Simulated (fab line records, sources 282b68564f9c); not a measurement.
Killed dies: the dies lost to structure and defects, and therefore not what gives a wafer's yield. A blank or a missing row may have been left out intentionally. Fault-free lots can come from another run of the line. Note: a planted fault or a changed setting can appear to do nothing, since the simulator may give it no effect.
fab line records    flow ritCmos
record lots=6  wafers=18  lastDay=7
route steps=202 shown PSD@150 SDANNEAL@153 NSD@158 PLDD@159 NLDD@160 SILICIDE@161 CONTACT@168 M1@184
lots with no fault: from the same line, run without faults
startH: the number of hours between the record's first day and the start of the first shown wafer of the lot    waitH: time in hours since the lot's previous step    " the same as in the row above    L1.1+2: one row covering several wafers at once    - no value, or no start was given    * or withheld: withheld    < > ~ a bound
route shown NAME@n: a module of which the file shows steps, and the number in the route of the first    usual: mean/standard deviation of fault-free wafers    same: alike in all rows    chamber/n: place in a boat    sites: readings site by site    _std_site: the values' standard deviation    _edge_site: the outer-site mean with the inner-site mean subtracted    radiusMm: for every site, how far away it sits from the centre of the wafer    mask NAME#n: copy n    behind: the tool/chamber that last shaped the wafer    hold: the reason the lot was held/the length of the hold in hours/how it ended    device: names the non-switching transistor (n, p or np)    end of line: tests run on the same wafers once the route is complete    a step given without rows: its recipe and nothing more    killed: dies that structure and defects cost at the first sort, which is not the same as the wafer's yield    map: the dies of a wafer, with x for killed, . for not killed, _ for no die there
set.NAME: the setting that was run; set.NAME@STEP: the one run at that earlier step    model.NAME: the simulator's own value behind a step, which no gauge read
certain route steps with their lots: each step a table, each wafer a row
services: the hour from which a tool's chamber was out of use, counted from the record's first day as startH (under 0 if before that day), plus the number of hours and why
## steps
# step RIT_PSD_IMPLANT_08
# recipe species=BF2  energyKev=27  doseCm2=5e+15  tiltDeg=7
# step RIT_PSD_STRIP_09
# recipe chemistry=O2  timeS=180  resist=NOVOLAK  platenTempC=withheld  powerW=500  pressureMtorr=4000  o2FlowSccm=4000
# step RIT_PSD_TW_MEAS_10
# usual PSD_TW=3417/20
lot.wafer  tool          chamber  startH  waitH  PSD_TW
L410.2     filmMetro-01  -        55.82   0.1    3410
L410.4     "             -        "       "      3419
L410.5     "             -        "       "      3416
L413.2     filmMetro-01  -        71.92   0.1    3399
L413.3     "             -        "       "      3400
L413.6     "             -        "       "      3398
L420.1     filmMetro-02  -        106.06  0.1    3434
L420.4     "             -        "       "      3445
L420.6     "             -        "       "      3415
L422.1     filmMetro-01  -        117.68  0.1    3424
L422.2     "             -        "       "      3428
L422.3     "             -        "       "      3429
L425.2     filmMetro-01  -        132.87  0.1    3452
L425.3     "             -        "       "      3434
L425.5     "             -        "       "      3438
L430.2     filmMetro-02  -        155.78  0.1    3471
L430.3     "             -        "       "      3441
L430.5     "             -        "       "      3456
# step RIT_SDANNEAL_CLEAN_00
# recipe chemistry=SC1  mix=3:3:50  timeS=600  tempC=75
# step RIT_SDANNEAL_CLEAN_01
# recipe chemistry=dHF  dilution=50:1  timeS=30
# step RIT_SDANNEAL_CLEAN_02
# recipe chemistry=SC2  mix=3:3:50  timeS=600  tempC=75  dry=n2Spin
# step RIT_SDANNEAL_RTA_03
# recipe tempC=1050  timeS=5  idleTempC=600  rampUpCPerS=342  rampDownCPerS=171  coolToC=600  ambient=N2
# step RIT_SDANNEAL_RS_MEAS_04
# recipe thkMeasGauge=four-point-probe
# usual PSD_RS=115.6/0.32
lot.wafer  tool          chamber  startH  waitH  PSD_RS[ohm/sq]
L410.2     filmMetro-02  -        56.52   0.1    115.5
L410.4     "             -        "       "      115.8
L410.5     "             -        "       "      115.6
L413.2     filmMetro-01  -        72.45   0.1    115.2
L413.3     "             -        "       "      115.0
L413.6     "             -        "       "      115.3
L420.1     filmMetro-04  -        106.73  0.0    116.1
L420.4     "             -        "       "      116.3
L420.6     "             -        "       "      116.0
L422.1     filmMetro-01  -        118.20  0.0    115.9
L422.2     "             -        "       "      115.5
L422.3     "             -        "       "      115.5
L425.2     filmMetro-01  -        133.43  0.1    115.7
L425.3     "             -        "       "      115.3
L425.5     "             -        "       "      115.2
L430.2     filmMetro-01  -        156.31  0.1    115.7
L430.3     "             -        "       "      115.4
L430.5     "             -        "       "      115.6
# step RIT_SDANNEAL_RS_MEAS_05
# recipe thkMeasGauge=four-point-probe
# usual NSD_RS=84.4/0.33
lot.wafer  tool          chamber  startH  waitH  NSD_RS[ohm/sq]
L410.2     filmMetro-02  -        56.64   0.1    84.4
L410.4     "             -        "       "      84.3
L410.5     "             -        "       "      84.2
L413.2     filmMetro-01  -        72.57   0.1    84.0
L413.3     "             -        "       "      84.2
L413.6     "             -        "       "      84.5
L420.1     filmMetro-04  -        106.85  0.1    84.5
L420.4     "             -        "       "      84.4
L420.6     "             -        "       "      84.4
L422.1     filmMetro-01  -        118.32  0.1    84.1
L422.2     "             -        "       "      84.2
L422.3     "             -        "       "      84.4
L425.2     filmMetro-01  -        133.55  0.1    84.5
L425.3     "             -        "       "      84.6
L425.5     "             -        "       "      84.4
L430.2     filmMetro-01  -        156.43  0.1    84.1
L430.3     "             -        "       "      83.7
L430.5     "             -        "       "      83.7
# step RIT_SDANNEAL_RS_MEAS_06
# recipe thkMeasGauge=four-point-probe
# usual PLDD_RS=178.3/0.51
lot.wafer  tool          chamber  startH  waitH  PLDD_RS[ohm/sq]
L410.2     filmMetro-02  -        56.76   0.1    178.5
L410.4     "             -        "       "      178.9
L410.5     "             -        "       "      179.2
L413.2     filmMetro-01  -        72.69   0.1    177.6
L413.3     "             -        "       "      177.8
L413.6     "             -        "       "      177.7
L420.1     filmMetro-04  -        106.97  0.1    179.1
L420.4     "             -        "       "      179.4
L420.6     "             -        "       "      178.4
L422.1     filmMetro-01  -        118.44  0.1    178.6
L422.2     "             -        "       "      178.4
L422.3     "             -        "       "      178.0
L425.2     filmMetro-01  -        133.67  0.1    179.0
L425.3     "             -        "       "      179.6
L425.5     "             -        "       "      179.0
L430.2     filmMetro-01  -        156.55  0.1    178.4
L430.3     "             -        "       "      178.3
L430.5     "             -        "       "      178.1
# step RIT_SDANNEAL_RS_MEAS_07
# recipe thkMeasGauge=four-point-probe
# usual NLDD_RS=151.5/0.52
lot.wafer  tool          chamber  startH  waitH  NLDD_RS[ohm/sq]
L410.2     filmMetro-02  -        56.88   0.1    151.5
L410.4     "             -        "       "      151.5
L410.5     "             -        "       "      151.0
L413.2     filmMetro-01  -        72.81   0.1    150.2
L413.3     "             -        "       "      150.6
L413.6     "             -        "       "      150.5
L420.1     filmMetro-04  -        107.09  0.1    152.1
L420.4     "             -        "       "      151.9
L420.6     "             -        "       "      152.1
L422.1     filmMetro-01  -        118.56  0.1    151.0
L422.2     "             -        "       "      151.2
L422.3     "             -        "       "      151.7
L425.2     filmMetro-01  -        133.79  0.1    151.9
L425.3     "             -        "       "      151.9
L425.5     "             -        "       "      151.8
L430.2     filmMetro-01  -        156.67  0.1    151.4
L430.3     "             -        "       "      151.4
L430.5     "             -        "       "      151.3
# step RIT_SILICIDE_WET_ETCH_00
# recipe chemistry=BOE  target=SiO2  targetDepthNm=14  timeS=15  dry=n2Spin  dilution=10:1  tempC=21.5
# step RIT_SILICIDE_SPUTTER_01
# recipe material=Ti  targetThkNm=30  powerW=350  chamberPressurePa=0.667  gas=Ar  timeS=240  substrateTempC=25
# usual throttleValvePct=30.1/1.2
lot.wafer  tool           chamber  startH  waitH  throttleValvePct
L410.2     pvdSputter-03  -        57.01   0.0    32.7
L410.4     "              -        "       "      28.6
L410.5     "              -        "       "      28.7
L413.2     pvdSputter-02  -        72.92   0.0    29.0
L413.3     "              -        "       "      29.9
L413.6     "              -        "       "      30.7
L420.1     pvdSputter-03  -        107.23  0.0    32.8
L420.4     "              -        "       "      30.7
L420.6     "              -        "       "      28.9
L422.1     pvdSputter-03  -        118.69  0.0    28.4
L422.2     "              -        "       "      32.6
L422.3     "              -        "       "      29.1
L425.2     pvdSputter-02  -        133.90  0.0    31.2
L425.3     "              -        "       "      29.1
L425.5     "              -        "       "      31.0
L430.2     pvdSputter-02  -        156.78  0.0    30.8
L430.3     "              -        "       "      29.6
L430.5     "              -        "       "      29.9
# step RIT_SILICIDE_RS_MEAS_02
# recipe thkMeasGauge=four-point-probe  reads=Ti_of_SILICIDE_SPUTTER_01
# usual SILICIDE_TI_RS=48.0/0.72
lot.wafer  tool          chamber  startH  waitH  SILICIDE_TI_RS[ohm/sq]
L410.2     filmMetro-03  -        57.18   0.1    48.0
L410.4     "             -        "       "      48.5
L410.5     "             -        "       "      48.4
L413.2     filmMetro-02  -        73.09   0.1    49.3
L413.3     "             -        "       "      48.4
L413.6     "             -        "       "      48.8
L420.1     filmMetro-03  -        107.38  0.1    47.8
L420.4     "             -        "       "      48.3
L420.6     "             -        "       "      48.2
L422.1     filmMetro-02  -        118.84  0.1    47.9
L422.2     "             -        "       "      47.4
L422.3     "             -        "       "      48.3
L425.2     filmMetro-04  -        134.07  0.1    47.3
L425.3     "             -        "       "      47.4
L425.5     "             -        "       "      47.6
L430.2     filmMetro-03  -        156.95  0.1    49.1
L430.3     "             -        "       "      48.1
L430.5     "             -        "       "      48.2
# step RIT_SILICIDE_THK_MEAS_03
# recipe thkMeasGauge=xrf  reads=Ti_of_SILICIDE_SPUTTER_01
# usual SILICIDE_TI_THK=30.1/0.36
lot.wafer  tool          chamber  startH  waitH  SILICIDE_TI_THK[nm]
L410.2     filmMetro-03  -        57.29   0.1    30.2
L410.4     "             -        "       "      29.7
L410.5     "             -        "       "      29.9
L413.2     filmMetro-02  -        73.20   0.1    29.7
L413.3     "             -        "       "      30.1
L413.6     "             -        "       "      29.9
L420.1     filmMetro-03  -        107.50  0.1    30.4
L420.4     "             -        "       "      30.1
L420.6     "             -        "       "      30.0
L422.1     filmMetro-02  -        118.96  0.1    30.2
L422.2     "             -        "       "      30.3
L422.3     "             -        "       "      30.2
L425.2     filmMetro-04  -        134.18  0.1    30.2
L425.3     "             -        "       "      30.0
L425.5     "             -        "       "      30.0
L430.2     filmMetro-03  -        157.06  0.1    29.7
L430.3     "             -        "       "      30.1
L430.5     "             -        "       "      30.0
# step RIT_SILICIDE_RTA_04
# recipe tempC=650  timeS=10  idleTempC=25  rampUpS=5  rampDownS=5  coolToC=25  ambient=N2
# step RIT_SILICIDE_WET_ETCH_05
# recipe chemistry=SPM  target=Ti  tempC=90  timeS=120  dry=n2Spin
# step RIT_SILICIDE_RTA_06
# recipe tempC=750  timeS=10  idleTempC=25  rampUpS=5  rampDownS=10  coolToC=25  ambient=N2
# usual wafer_temp_C_max=753.3/0.79
lot.wafer  tool          chamber  startH  waitH  wafer_temp_C_max
L410.2     rtpAnneal-01  0        57.46   0.0    754.6
L410.4     "             0        "       "      752.4
L410.5     "             0        "       "      752.6
L413.2     rtpAnneal-02  0        73.37   0.0    753.1
L413.3     "             0        "       "      753.9
L413.6     "             0        "       "      752.9
L420.1     rtpAnneal-01  0        107.67  0.0    752.0
L420.4     "             0        "       "      753.8
L420.6     "             0        "       "      752.3
L422.1     rtpAnneal-01  0        119.14  0.0    753.2
L422.2     "             0        "       "      754.0
L422.3     "             0        "       "      753.7
L425.2     rtpAnneal-02  0        134.35  0.0    752.3
L425.3     "             0        "       "      753.7
L425.5     "             0        "       "      753.0
L430.2     rtpAnneal-01  0        157.23  0.0    754.2
L430.3     "             0        "       "      754.4
L430.5     "             0        "       "      754.5
# step RIT_CONTACT_CVD_00
# recipe material=SiO2  targetThkNm=400  precursor=TEOS  tempC=390  timeS=61  rfW=400
# usual heaterPowerW=311/48
lot.wafer  tool      chamber  startH  waitH  heaterPowerW
L410.2     pecvd-01  0        57.52   0.0    281
L410.4     "         1        "       "      354
L410.5     "         2        "       "      316
L413.2     pecvd-01  0        73.43   0.0    325
L413.3     "         1        "       "      329
L413.6     "         1        "       "      331
L420.1     pecvd-04  0        107.73  0.1    432
L420.4     "         2        "       "      344
L420.6     "         0        "       "      440
L422.1     pecvd-01  2        119.20  0.1    318
L422.2     "         0        "       "      332
L422.3     "         1        "       "      328
L425.2     pecvd-01  0        134.41  0.0    295
L425.3     "         2        "       "      316
L425.5     "         0        "       "      306
L430.2     pecvd-04  2        157.28  0.0    340
L430.3     "         1        "       "      341
L430.5     "         0        "       "      331
# step RIT_CONTACT_THK_MEAS_01
# recipe reads=SiO2_of_CONTACT_CVD_00
# usual CONTACT_TEOS_THK=400/5.1
lot.wafer  tool          chamber  startH  waitH  CONTACT_TEOS_THK[nm]
L410.2     filmMetro-03  -        57.58   0.0    393
L410.4     "             -        "       "      395
L410.5     "             -        "       "      396
L413.2     filmMetro-03  -        73.49   0.0    401
L413.3     "             -        "       "      398
L413.6     "             -        "       "      401
L420.1     filmMetro-03  -        107.78  0.0    398
L420.4     "             -        "       "      407
L420.6     "             -        "       "      407
L422.1     filmMetro-03  -        119.25  0.0    401
L422.2     "             -        "       "      398
L422.3     "             -        "       "      394
L425.2     filmMetro-03  -        134.47  0.0    400
L425.3     "             -        "       "      401
L425.5     "             -        "       "      407
L430.2     filmMetro-01  -        157.34  0.0    404
L430.3     "             -        "       "      399
L430.5     "             -        "       "      406
# step RIT_CONTACT_HMDS_02
# recipe primeTimeS=60  primeTempC=140
# step RIT_CONTACT_COAT_03
# recipe resist=NOVOLAK  spinRpm=3250  resistThkNm=1000
# step RIT_CONTACT_SOFTBAKE_04
# recipe resist=NOVOLAK  tempC=90  timeS=60
# step RIT_CONTACT_EXPOSE_05
# recipe maskId=M11  na=0.6  sourceShape=conventional  sigmaOuter=0.5  targetCdNm=1000  doseMj=250
# step RIT_CONTACT_PEB_06
# recipe resist=NOVOLAK  tempC=withheld  timeS=withheld
# step RIT_CONTACT_DEVELOP_07
# recipe resist=NOVOLAK  developTimeS=120  devTempC=23
# step RIT_CONTACT_CD_MEAS_08
# recipe targetCdNm=1000
# usual cdNm=999.4/2.2
lot.wafer  tool      chamber  startH  waitH  cdNm
L410.2     cdSem-01  -        58.75   -      1001.1
L410.4     "         -        "       "      1000.6
L410.5     "         -        "       "      998.0
L413.2     cdSem-02  -        74.65   -      1001.1
L413.3     "         -        "       "      1000.8
L413.6     "         -        "       "      1000.8
L420.1     cdSem-02  -        109.00  -      1000.9
L420.4     "         -        "       "      1001.5
L420.6     "         -        "       "      1000.5
L422.1     cdSem-01  -        120.41  -      998.0
L422.2     "         -        "       "      997.2
L422.3     "         -        "       "      998.6
L425.2     cdSem-01  -        135.51  -      1002.8
L425.3     "         -        "       "      1002.0
L425.5     "         -        "       "      1002.6
L430.2     cdSem-02  -        158.51  -      998.9
L430.3     "         -        "       "      996.2
L430.5     "         -        "       "      996.3
# step RIT_CONTACT_OVL_MEAS_09
# usual CONTACT_OVL=-0.3/1.3
lot.wafer  tool        chamber  startH  waitH  CONTACT_OVL[nm]
L410.2     overlay-02  -        58.85   0.1    -1.9
L410.4     "           -        "       "      -0.1
L410.5     "           -        "       "      -0.2
L413.2     overlay-01  -        74.76   0.1    -1.7
L413.3     "           -        "       "      -3.1
L413.6     "           -        "       "      -2.5
L420.1     overlay-02  -        109.12  0.1    -0.1
L420.4     "           -        "       "      -0.1
L420.6     "           -        "       "      0.7
L422.1     overlay-02  -        120.53  0.1    -1.2
L422.2     "           -        "       "      0.1
L422.3     "           -        "       "      1.1
L425.2     overlay-02  -        135.61  0.1    -0.5
L425.3     "           -        "       "      -1.4
L425.5     "           -        "       "      -0.4
L430.2     overlay-01  -        158.61  0.1    -0.3
L430.3     "           -        "       "      -0.3
L430.5     "           -        "       "      -2.1
# step RIT_CONTACT_HARDBAKE_10
# recipe resist=NOVOLAK  tempC=140  timeS=60
# step RIT_CONTACT_ETCH_11
# recipe targetDepthA=4800  overEtchFrac=0.2  stopOn=TiSi2  chemistry=CHF3/CF4/Ar  target=SiO2  CHF3_flow_sccm=50  cf4FlowSccm=10  Ar_flow_sccm=100  O2_flow_sccm=5  pressureMtorr=100  rfW=200  timeS=320
# usual CHF3_flow_sccm=49.98/0.16  drypumpMotorCurrentA=5.6/0.54  oesProductAu=0.994/0.01  throttleValvePct=8.81/0.14
lot.wafer  tool        chamber  startH  waitH  CHF3_flow_sccm  drypumpMotorCurrentA  oesProductAu  rfHoursCounterH  throttleValvePct
L410.2     rieDiel-02  3        59.03   0.1    50.09           5.2                   0.989         8                8.66
L410.4     "           0        "       "      50.03           5.7                   0.979         89               8.76
L410.5     "           0        "       "      50.12           5.7                   0.980         -                8.74
L413.2     rieDiel-02  0        74.94   0.1    49.99           5.7                   0.982         89               8.74
L413.3     "           2        "       "      50.36           5.5                   0.996         49               8.87
L413.6     "           2        "       "      50.17           5.5                   0.990         -                8.89
L420.1     rieDiel-02  3        109.31  0.1    50.07           5.1                   0.991         9                8.68
L420.4     "           3        "       "      50.01           5.1                   0.995         -                8.66
L420.6     "           3        "       "      50.19           5.1                   0.996         -                8.67
L422.1     rieDiel-03  0        120.72  0.1    49.86           4.9                   1.003         14               9.06
L422.2     "           3        "       "      50.14           5.8                   0.997         120              8.60
L422.3     "           1        "       "      49.82           5.0                   0.991         135              8.83
L425.2     rieDiel-03  3        135.82  0.1    49.95           5.8                   0.998         120              8.61
L425.3     "           2        "       "      50.18           5.1                   0.979         42               8.78
L425.5     "           3        "       "      49.71           5.8                   0.989         -                8.59
L430.2     rieDiel-01  0        158.79  0.1    50.10           6.2                   0.980         145              8.91
L430.3     "           2        "       "      50.11           6.3                   1.001         1                8.70
L430.5     "           3        "       "      49.90           6.7                   1.010         -                8.76
# step RIT_CONTACT_STRIP_12
# recipe chemistry=O2  timeS=180  resist=NOVOLAK  platenTempC=withheld  powerW=500  pressureMtorr=4000  o2FlowSccm=4000
# usual drypumpMotorCurrentA=5.6/0.41
lot.wafer  tool            chamber  startH  waitH  drypumpMotorCurrentA  rfHoursCounterH
L410.2     plasmaAsher-04  0        59.23   0.1    5.3                   41
L410.4     "               1        "       "      6.0                   -
L410.5     "               0        "       "      5.3                   -
L413.2     plasmaAsher-02  0        75.13   0.1    6.2                   46
L413.3     "               0        "       "      6.2                   -
L413.6     "               0        "       "      6.2                   -
L420.1     plasmaAsher-04  0        109.60  0.2    5.3                   46
L420.4     "               0        "       "      5.3                   -
L420.6     "               1        "       "      6.1                   -
L422.1     plasmaAsher-02  1        120.91  0.1    5.3                   0
L422.2     "               0        "       "      6.2                   0
L422.3     "               0        "       "      6.2                   -
L425.2     plasmaAsher-03  0        136.01  0.1    5.2                   30
L425.3     "               0        "       "      5.2                   -
L425.5     "               0        "       "      5.2                   -
L430.2     plasmaAsher-03  1        158.99  0.1    5.4                   32
L430.3     "               1        "       "      5.4                   -
L430.5     "               0        "       "      5.2                   -
# step RIT_CONTACT_CD_MEAS_90
# recipe targetCdNm=1000
# usual cdNm=999.3/2.2
lot.wafer  tool      chamber  startH  waitH  cdNm
L410.2     cdSem-02  -        59.42   0.1    1001.5
L410.4     "         -        "       "      1000.3
L410.5     "         -        "       "      998.0
L413.2     cdSem-02  -        75.32   0.1    1000.7
L413.3     "         -        "       "      1000.3
L413.6     "         -        "       "      1000.0
L420.1     cdSem-01  -        109.78  0.1    1000.8
L420.4     "         -        "       "      1001.6
L420.6     "         -        "       "      1000.9
L422.1     cdSem-01  -        121.09  0.1    998.5
L422.2     "         -        "       "      997.4
L422.3     "         -        "       "      998.6
L425.2     cdSem-01  -        136.21  0.1    1003.4
L425.3     "         -        "       "      1001.7
L425.5     "         -        "       "      1002.8
L430.2     cdSem-01  -        159.18  0.1    999.0
L430.3     "         -        "       "      995.7
L430.5     "         -        "       "      996.7
# step RIT_CONTACT_CLEAN_13
# recipe chemistry=SC1  mix=3:3:50  timeS=600  tempC=75
# step RIT_CONTACT_CLEAN_14
# recipe chemistry=SC2  mix=3:3:50  timeS=600  tempC=75  dry=n2Spin
# step RIT_M1_SPUTTER_00
# recipe material=Al  targetThkNm=400  powerW=2000  chamberPressurePa=0.4  gas=Ar  timeS=500  substrateTempC=25
# usual throttleValvePct=29.9/0.89
lot.wafer  tool           chamber  startH  waitH  throttleValvePct
L410.2     pvdSputter-01  -        59.89   0.0    30.4
L410.4     "              -        "       "      28.7
L410.5     "              -        "       "      31.0
L413.2     pvdSputter-04  -        75.77   0.0    28.8
L413.3     "              -        "       "      30.1
L413.6     "              -        "       "      29.7
L420.1     pvdSputter-02  -        110.28  0.0    30.8
L420.4     "              -        "       "      31.4
L420.6     "              -        "       "      29.9
L422.1     pvdSputter-02  -        121.56  0.0    30.8
L422.2     "              -        "       "      29.2
L422.3     "              -        "       "      31.0
L425.2     pvdSputter-04  -        136.71  0.0    30.1
L425.3     "              -        "       "      29.8
L425.5     "              -        "       "      30.0
L430.2     pvdSputter-01  -        159.67  0.0    30.9
L430.3     "              -        "       "      28.7
L430.5     "              -        "       "      29.0
# step RIT_M1_RS_MEAS_01
# recipe thkMeasGauge=four-point-probe  reads=Al_of_M1_SPUTTER_00
# usual M1_AL_RS=0.0729/0.00083
lot.wafer  tool          chamber  startH  waitH  M1_AL_RS[ohm/sq]
L410.2     filmMetro-02  -        60.20   0.2    0.0736
L410.4     "             -        "       "      0.0730
L410.5     "             -        "       "      0.0732
L413.2     filmMetro-01  -        76.09   0.2    0.0727
L413.3     "             -        "       "      0.0727
L413.6     "             -        "       "      0.0719
L420.1     filmMetro-04  -        110.57  0.1    0.0725
L420.4     "             -        "       "      0.0733
L420.6     "             -        "       "      0.0736
L422.1     filmMetro-04  -        121.85  0.1    0.0729
L422.2     "             -        "       "      0.0733
L422.3     "             -        "       "      0.0737
L425.2     filmMetro-02  -        137.02  0.2    0.0730
L425.3     "             -        "       "      0.0717
L425.5     "             -        "       "      0.0727
L430.2     filmMetro-02  -        159.98  0.2    0.0737
L430.3     "             -        "       "      0.0742
L430.5     "             -        "       "      0.0738
# step RIT_M1_THK_MEAS_02
# recipe thkMeasGauge=xrf  reads=Al_of_M1_SPUTTER_00
# usual M1_AL_THK=401/6
lot.wafer  tool          chamber  startH  waitH  M1_AL_THK[nm]
L410.2     filmMetro-02  -        60.31   0.1    398
L410.4     "             -        "       "      403
L410.5     "             -        "       "      404
L413.2     filmMetro-01  -        76.20   0.1    399
L413.3     "             -        "       "      402
L413.6     "             -        "       "      401
L420.1     filmMetro-04  -        110.69  0.1    401
L420.4     "             -        "       "      398
L420.6     "             -        "       "      400
L422.1     filmMetro-04  -        121.97  0.1    399
L422.2     "             -        "       "      397
L422.3     "             -        "       "      395
L425.2     filmMetro-02  -        137.13  0.1    405
L425.3     "             -        "       "      412
L425.5     "             -        "       "      407
L430.2     filmMetro-02  -        160.09  0.1    402
L430.3     "             -        "       "      396
L430.5     "             -        "       "      398
# step RIT_M1_HMDS_03
# recipe primeTimeS=60  primeTempC=140
# step RIT_M1_COAT_04
# recipe resist=NOVOLAK  spinRpm=2000  resistThkNm=1300
# step RIT_M1_SOFTBAKE_05
# recipe resist=NOVOLAK  tempC=90  timeS=60
# step RIT_M1_EXPOSE_06
# recipe maskId=M12  na=0.6  sourceShape=conventional  sigmaOuter=0.5  targetCdNm=2600  doseMj=250
# step RIT_M1_PEB_07
# recipe resist=NOVOLAK  tempC=withheld  timeS=withheld
# step RIT_M1_PROBE_99
# usual killedAtContacts=0.1/0.32  killedAtFrontEnd=7/3  killedDies=7/3.1  killedOpen=3.3/1.8  killedShort=3.6/2
# same grossDies=264  killed_at_M0_to_M3=0  killed_at_M4_up=0  killedAtBackSide=0  killedAtOther=0
lot.wafer  tool       chamber  startH  waitH  killedAtContacts  killedAtFrontEnd  killedDies  killedOpen  killedShort
L410.2     prober-02  -        63.97   0.1    1                 2                 3           1           2
L410.4     prober-02  -        64.07   0.2    0                 5                 5           2           3
L410.5     prober-02  -        64.12   0.2    0                 4                 4           2           2
L420.1     prober-02  -        114.58  0.1    0                 40                40          6           5
L420.4     prober-02  -        114.73  0.2    0                 33                33          1           0
L420.6     prober-02  -        114.83  0.2    0                 25                25          1           5
L422.1     prober-02  -        125.57  0.1    0                 36                36          1           5
L422.2     prober-02  -        125.62  0.1    0                 34                34          1           1
L422.3     prober-02  -        125.67  0.2    0                 24                24          2           2
L425.2     prober-01  -        140.78  0.1    0                 5                 5           2           3
L425.3     prober-01  -        140.83  0.2    0                 6                 6           3           3
L425.5     prober-01  -        140.93  0.2    0                 8                 8           3           5
# killed by level:class
L410.2 FOX1:geometricParticle:short=1 GATE:geometricParticle:short=1 CONTACT:geometricParticle:open=1
L410.4 GATE:geometricParticle:short=3 GATE:geometricParticle:open=1 SPACER:geometricParticle:open=1
L410.5 ACTIVE:geometricParticle:open=1 GATE:geometricParticle:open=1 SPACER:geometricParticle:short=1 SILICIDE:geometricParticle:short=1
L420.1 SILICIDE:unspecified=29 REOX:geometricParticle:open=2 SILICIDE:geometricParticle:open=2 FOX1:geometricParticle:open=1 FOX1:geometricParticle:short=1 GATE:geometricParticle:short=1 REOX:geometricParticle:short=1 SPACER:geometricParticle:short=1
L420.4 SILICIDE:unspecified=32 FOX1:geometricParticle:open=1
L420.6 SILICIDE:unspecified=19 GATE:geometricParticle:short=2 FOX1:geometricParticle:open=1 REOX:geometricParticle:short=1 SPACER:geometricParticle:short=1 SILICIDE:geometricParticle:short=1
L422.1 SILICIDE:unspecified=30 FOX1:geometricParticle:short=2 FOX2:geometricParticle:short=1 GATE:geometricParticle:short=1 SPACER:geometricParticle:short=1 SILICIDE:geometricParticle:open=1
L422.2 SILICIDE:unspecified=32 FOX1:geometricParticle:short=1 SILICIDE:geometricParticle:open=1
L422.3 SILICIDE:unspecified=20 GATE:geometricParticle:short=1 GATE:geometricParticle:open=1 SILICIDE:geometricParticle:open=1 SILICIDE:geometricParticle:short=1
L425.2 SPACER:geometricParticle:short=2 GATE:geometricParticle:open=1 SILICIDE:geometricParticle:short=1 SILICIDE:geometricParticle:open=1
L425.3 GATE:geometricParticle:short=3 FOX1:geometricParticle:open=1 GATE:geometricParticle:open=1 REOX:geometricParticle:open=1
L425.5 GATE:geometricParticle:short=4 SPACER:geometricParticle:open=2 FOX2:geometricParticle:short=1 REOX:geometricParticle:open=1
# map L420.1 (x killed, . not)
________x......_______
_____.............____
____..x.x..........___
___.x..xxxx.........__
__..x.xxxxx...x......_
__...xxxxxx...x......_
_....xxxxxx...........
_.....x.xx............
_.......x.............
_....x................
__..................._
__....x.............x_
___.........x..x.x..__
____..x............___
_____.............____
________.....x._______
# map L422.1 (x killed, . not)
________......._______
_____........x....____
____x...........xxx___
___.............xxxx__
__............xxxxxxx_
__............xxxxxxx_
_..............xxxxxx.
_.x............x..xx..
_.....................
_....x................
__..................._
__..................._
___...x.............__
____...............___
_____...x.........____
________......._______
## services
tool            chamber  startH  hours  kind
pecvd-04        1        34.29   10.7   repair
rieDiel-02      3        34.64   1.4    repair
rieDiel-03      -        45.61   2.8    pm
pecvd-01        -        64.43   0.2    repair
rieDiel-03      0        65.07   4.6    repair
plasmaAsher-04  -        66.74   3.4    repair
pvdSputter-02   -        69.07   2.4    repair
pecvd-04        -        70.04   2.8    pm
rieDiel-02      1        77.01   33.7   repair
pecvd-04        -        91.65   0.8    pm
pvdSputter-02   -        94.72   1.7    repair
rieDiel-02      0        105.67  10.8   repair
plasmaAsher-03  -        107.98  6.8    repair
plasmaAsher-02  -        108.75  9.0    pm
plasmaAsher-02  0        108.75  9.0    ventCycle
plasmaAsher-02  1        108.75  9.0    ventCycle
pecvd-04        2        112.22  -      calibration
rieDiel-01      2        117.40  -      clean
plasmaAsher-02  0        117.75  -      clean
plasmaAsher-02  1        117.75  -      clean
rieDiel-02      1        122.31  3.4    repair
pvdSputter-03   -        123.99  24.2   repair
rtpAnneal-02    -        152.63  5.1    pm
plasmaAsher-04  -        155.19  0.7    repair
## key
firstSign step=RIT_M1_PROBE_99  reading=killedAtFrontEnd  direction=up  sigmas=8.3  usual=7  struck=32
effect step=RIT_M1_PROBE_99  reading=killedDies  direction=up  sigmas=8.2  usual=7  struck=32
metAt RIT_SILICIDE_SPUTTER_01
struckWafers L420.1,L420.4,L420.6,L422.1,L422.2,L422.3
testerLeftOut L420,L422
onsetBetween 57.01 107.23
alsoFits RIT_M1_SPUTTER_00:pvdSputter-02
fault kind=chamberParticleSource  tool=pvdSputter-03  chamber=-  onsetH=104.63  steps=RIT_SILICIDE_SPUTTER_01  ratePerVisitCm2=1.0479  endH=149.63
# testerLeftOut: of these lots the tester's yield and bins aren't shown, on N5 and GAA mostly nor the transistor test; their killed dies are dies lost to structure and defects alone, not to doping, threshold or leakage, so they don't give the yield
